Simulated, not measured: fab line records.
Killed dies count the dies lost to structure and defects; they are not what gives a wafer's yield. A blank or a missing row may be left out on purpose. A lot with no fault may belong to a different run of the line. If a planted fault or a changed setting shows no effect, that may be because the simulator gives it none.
Which tool is to blame? | flow berkeley_cmos170 | 42 wafers from 14 lots sampled at 4 of the route's 331 steps

## WHAT EACH GAUGE READ, for each wafer
UCB170_ACTIVE_THK_MEAS_03.
lot  | measured    | on            | ACTIVE_OXIDE_THK (nm)
L350 | day 4 17:04 | film_metro-04 | 27.2 26.7 26.7
L352 | day 4 21:59 | film_metro-01 | 25.9 26.8 26.5
L351 | day 4 22:01 | film_metro-03 | 26.4 26.6 26.7
L354 | day 5 15:28 | film_metro-03 | 26.1 26.1 25.9
L353 | day 5 15:28 | film_metro-01 | 26.9 26.3 26.3
L356 | day 6 00:25 | film_metro-04 | 27.3 27.1 26.9
L361 | day 6 20:18 | film_metro-04 | 26.4 26.8 26.5
L363 | day 7 04:02 | film_metro-04 | 26.7 26.8 26.6
L368 | day 8 13:56 | film_metro-04 | 25.7 25.7 25.8
L367 | day 8 13:57 | film_metro-03 | 25.5 25.3 25.7
L370 | day 9 00:53 | film_metro-03 | 25.8 25.3 25.6
L371 | day 9 14:55 | film_metro-04 | 26.4 26.3 26.2
L372 | day 9 14:56 | film_metro-01 | 26.0 26.2 26.3
L373 | day 9 14:58 | film_metro-04 | 26.2 25.9 26.4

UCB170_NLDD_TW_MEAS_11.
lot  | measured     | on            | NLDD_TW
L350 | day 7 18:35  | film_metro-03 | 2228 2236 2229
L352 | day 7 19:35  | film_metro-01 | 2218 2218 2200
L351 | day 7 19:07  | film_metro-03 | 2228 2229 2230
L354 | day 8 18:10  | film_metro-03 | 2222 2224 2229
L353 | day 8 18:24  | film_metro-04 | 2231 2231 2231
L356 | day 9 08:52  | film_metro-01 | 2230 2221 2224
L361 | day 10 20:56 | film_metro-04 | 30 30 30
L363 | day 10 20:41 | film_metro-03 | 30 30 30
L368 | day 12 06:07 | film_metro-04 | 2233 2237 2233
L367 | day 12 05:48 | film_metro-04 | 2229 2249 2241
L370 | day 12 11:52 | film_metro-03 | 2221 2231 2231
L371 | day 12 21:26 | film_metro-03 | 2227 2218 2222
L372 | day 12 21:17 | film_metro-01 | 2226 2218 2213
L373 | day 12 20:59 | film_metro-01 | 2239 2221 2223

## WHAT TOOL EACH LOT RAN ON (gives the tool, then ch and the chambers of the sampled wafers, and finally the start)
lot  | UCB170_PWELL_STRIP_16               | UCB170_NLDD_DEVELOP_05
L350 | plasma_asher-04 ch 0,1, day 3 12:40 | litho_track-04 ch 0, day 7 17:00
L352 | plasma_asher-03 ch 0,1, day 3 21:00 | litho_track-04 ch 0, day 7 18:00
L351 | plasma_asher-01 ch 0,1, day 3 21:14 | litho_track-02 ch 0, day 7 18:00
L354 | plasma_asher-01 ch 0,1, day 4 11:37 | litho_track-04 ch 0, day 8 17:00
L353 | plasma_asher-04 ch 0,1, day 4 11:44 | litho_track-02 ch 0, day 8 17:00
L356 | plasma_asher-03 ch 0,1, day 4 20:26 | litho_track-02 ch 0, day 9 08:00
L361 | plasma_asher-04 ch 0,1, day 5 16:41 | litho_track-02 ch 0, day 10 20:00
L363 | plasma_asher-04 ch 0,1, day 6 06:34 | litho_track-02 ch 0, day 10 20:00
L368 | plasma_asher-03 ch 0,1, day 7 03:34 | litho_track-04 ch 0, day 12 05:00
L367 | plasma_asher-01 ch 0,1, day 7 03:48 | litho_track-04 ch 0, day 12 05:00
L370 | plasma_asher-03 ch 0,1, day 7 15:29 | litho_track-03 ch 0, day 12 11:00
L371 | plasma_asher-04 ch 0,1, day 8 01:41 | litho_track-04 ch 0, day 12 20:00
L372 | plasma_asher-01 ch 0,1, day 8 01:58 | litho_track-03 ch 0, day 12 20:00
L373 | plasma_asher-03 ch 0,1, day 8 11:01 | litho_track-03 ch 0, day 12 20:00
- UCB170_PWELL_STRIP_16: strips in O2.
- UCB170_NLDD_DEVELOP_05: develop time 45 s.

## WHAT THE TOOLS THEMSELVES READ (means of the sampled wafers that have a number; where no wafer has one, the mark that the record gives instead)
UCB170_PWELL_STRIP_16.
lot  | tool            | drypump_motor_current_A (A) | oes_product_au (a.u.) | strip_time_to_endpoint_s (s)
L350 | plasma_asher-04 | 6.0                         | 0.724                 | 18.05
L352 | plasma_asher-03 | 6.5                         | 0.720                 | 18.05
L351 | plasma_asher-01 | 5.4                         | 0.714                 | 18.08
L354 | plasma_asher-01 | 5.4                         | 0.720                 | 18.09
L353 | plasma_asher-04 | 6.2                         | 0.720                 | 18.01
L356 | plasma_asher-03 | 6.4                         | 0.717                 | 18.03
L361 | plasma_asher-04 | 6.0                         | 0.720                 | 18.01
L363 | plasma_asher-04 | 6.0                         | 0.720                 | 18.00
L368 | plasma_asher-03 | 6.4                         | 0.721                 | 18.07
L367 | plasma_asher-01 | 5.4                         | 0.723                 | 18.06
L370 | plasma_asher-03 | 6.4                         | 0.720                 | 18.12
L371 | plasma_asher-04 | 6.0                         | 0.720                 | 18.25
L372 | plasma_asher-01 | 5.7                         | 0.718                 | 18.04
L373 | plasma_asher-03 | 6.5                         | 0.721                 | 18.11

## THE ANSWER, worked out from the rows above alone
Rule: the lots themselves supply what counts as usual. Put in order of their means at a reading, lots are off if they are a third of the lots or fewer, leave a main group of 4 or more, and stand apart from it by a gap of 3 or more times the standard deviation of the main group's means; of several such gaps the widest counts. Not used: any main group whose means are identical at the precision the tables above print for the reading. A lot without any number at a reading at which 4 lots or more have one is off too. Any other lot the step has rows for is counted as sound. First the gauges in route order, then the tools' own readings, where a lot's mean is used as printed above. The first step at which some lot is off is used, and at that step the reading that is off furthest; a lot without a number counts as furthest.
Off: at UCB170_NLDD_TW_MEAS_11 (NLDD_TW), L361, L363. Main group: mean 2227, sd 6.9.
A tool fits if, at a process step before that reading, it ran every lot that is off, and no sound lot after the first of them. The gauges at UCB170_NLDD_TW_MEAS_11 are tried like those tools. One fits: litho_track-02 at UCB170_NLDD_DEVELOP_05. Its last sound lot is L356 (day 9 08:00), its first lot that is off L363 (day 10 20:00): a fault that began between those two fits.

## WHAT THE SIMULATOR PUT IN
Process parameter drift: litho_track-02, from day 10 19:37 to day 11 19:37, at UCB170_NLDD_DEVELOP_05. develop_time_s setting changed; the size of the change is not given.
Shown lots that were struck: L361, L363. The rule above found the same.
